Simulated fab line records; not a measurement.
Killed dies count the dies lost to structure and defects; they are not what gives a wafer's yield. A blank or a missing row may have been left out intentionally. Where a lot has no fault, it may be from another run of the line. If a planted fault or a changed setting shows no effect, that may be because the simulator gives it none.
The tool behind it: which one? || flow berkeley_cmos170 || 7 lots with 21 wafers sampled at 2 steps, on a route of 331 steps

== WHAT THE GAUGES SHOWED, per wafer ==
UCB170_M2_OVL_MEAS_16.
{"lot": "L400", "measured": "day 9 11:02", "on": "overlay-02", "M2_OVL (nm)": "7 0 5"}
{"lot": "L403", "measured": "day 9 11:52", "on": "overlay-02", "M2_OVL (nm)": "4 -2 -3"}
{"lot": "L407", "measured": "day 10 20:13", "on": "overlay-01", "M2_OVL (nm)": "-6 1 -13"}
{"lot": "L411", "measured": "day 11 07:35", "on": "overlay-01", "M2_OVL (nm)": "- - -"}
{"lot": "L412", "measured": "day 11 09:30", "on": "overlay-02", "M2_OVL (nm)": "- - -"}
{"lot": "L417", "measured": "day 13 06:49", "on": "overlay-02", "M2_OVL (nm)": "4 3 7"}
{"lot": "L420", "measured": "day 13 16:44", "on": "overlay-01", "M2_OVL (nm)": "3 -11 -14"}

== EACH LOT AND THE TOOL THAT RAN IT (in order: tool; ch and the chambers of the sampled wafers; start) ==
{"lot": "L400", "UCB170_M2_EXPOSE_12": "krf_scanner-02 ch 0, day 9 10:21"}
{"lot": "L403", "UCB170_M2_EXPOSE_12": "krf_scanner-02 ch 0, day 9 11:05"}
{"lot": "L407", "UCB170_M2_EXPOSE_12": "krf_scanner-02 ch 0, day 10 19:44"}
{"lot": "L411", "UCB170_M2_EXPOSE_12": "krf_scanner-02, day 11 07:01"}
{"lot": "L412", "UCB170_M2_EXPOSE_12": "krf_scanner-01, day 11 09:02"}
{"lot": "L417", "UCB170_M2_EXPOSE_12": "krf_scanner-02 ch 0, day 13 06:20"}
{"lot": "L420", "UCB170_M2_EXPOSE_12": "krf_scanner-01 ch 0, day 13 16:02"}
- UCB170_M2_EXPOSE_12: exposes mask METAL2, target cd 700 nm.

== THE ANSWER, worked out from the rows above alone ==
Rule: usual is defined by the lots themselves. Put in order of their means at a reading, lots are off if they are a third of the lots or fewer, leave a main group of 4 or more, and stand apart from it by a gap of 3 or more times the standard deviation of the main group's means; of several such gaps the widest counts. If all means in a main group match to the digits the tables above print for the reading, that group is not used. A lot without any number at a reading at which 4 lots or more have one is off too. The other lots that the step has rows for count as sound.
Off: L411, L412, seen at UCB170_M2_OVL_MEAS_16 (M2_OVL). Without a number there: L411, L412. The main group has a mean of -1 nm with a standard deviation of 5.
A tool fits if, at a process step before that reading, it ran every lot that is off, and no sound lot after the first of them. Gauges at UCB170_M2_OVL_MEAS_16: tried the same way as those tools. None of those tried fits.

== WHAT THE SIMULATOR HAD INSERTED ==
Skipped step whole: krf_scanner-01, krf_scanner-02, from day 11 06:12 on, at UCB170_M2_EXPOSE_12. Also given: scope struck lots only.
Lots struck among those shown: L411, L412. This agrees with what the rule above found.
